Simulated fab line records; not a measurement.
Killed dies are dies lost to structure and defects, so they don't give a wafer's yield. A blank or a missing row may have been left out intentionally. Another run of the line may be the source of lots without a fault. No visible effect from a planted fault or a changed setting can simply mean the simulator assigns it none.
Matching of chambers | flow berkeley cmos170 | 4 sister chambers for UCB170_V2_CMP_02 on cmp-02
The step polishes SiO2. 14 wafers are shown with their chamber, then 7 later ones without.

WAFERS WITH THEIR CHAMBER
wafer  | chamber | motor current A (A) | slurry filter dp kPa (kPa)
L347.1 | 2       | 14.8                | 13.66
L347.2 | 3       | 14.8                | 13.35
L347.4 | 1       | 19.1                | 13.59
L349.1 | 0       | 15.0                | 13.42
L349.3 | 2       | 14.4                | 13.40
L349.5 | 2       | 14.7                | 13.48
L348.1 | 1       | 19.0                | 13.31
L348.3 | 2       | 15.7                | 13.47
L348.6 | 2       | 15.3                | 13.49
L362.2 | 1       | 18.8                | 13.55
L362.3 | 2       | 14.5                | 13.67
L362.4 | 3       | 15.6                | 13.54
L363.2 | 1       | 19.9                | 13.54
L363.4 | 3       | 15.5                | 13.56

SIGNATURES, as means of the wafers listed above
reading              | chamber 0 | chamber 1 | chamber 2 | chamber 3 | scatter within a chamber
motor current A      | 15.000    | 19.200    | 14.900    | 15.300    | 0.484
slurry filter dp kPa | 13.4200   | 13.4975   | 13.5283   | 13.4833   | 0.117
Rule: distance of a wafer from a chamber = root of the sum over the readings of ((wafer's reading minus chamber's mean) / reading's scatter) squared. If the next closest chamber is less than 2 further off than the closest, the wafer can't be placed; otherwise it belongs to the closest. The scatter is the square root of a quotient: the sum, over the shown wafers, of each reading's squared deviation from its chamber's mean, divided by wafers minus chambers.

WAFERS WITHOUT THEIR CHAMBER
wafer  | motor current A (A) | slurry filter dp kPa (kPa)
L363.5 | 14.0                | 13.71
L367.1 | 14.8                | 13.42
L367.3 | 18.8                | 13.57
L367.4 | 15.1                | 13.47
L366.1 | 14.3                | 13.60
L366.2 | 15.2                | 13.51
L366.6 | 14.7                | 13.50

THE CHAMBER EACH PASSED THROUGH
wafer  | from the rows above          | in truth
L363.5 | can't be placed: 2 or 0 or 3 | 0
L367.1 | can't be placed: 0 or 2 or 3 | 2
L367.3 | 1                            | 1
L367.4 | can't be placed: 3 or 0 or 2 | 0
L366.1 | can't be placed: 2 or 0 or 3 | 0
L366.2 | can't be placed: 3 or 2 or 0 | 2
L366.6 | can't be placed: 2 or 0 or 3 | 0
Correct placement for 1 of the 7. These rows do not allow placing 6 (true chamber among the candidates in 6). Placed wrongly: 0.
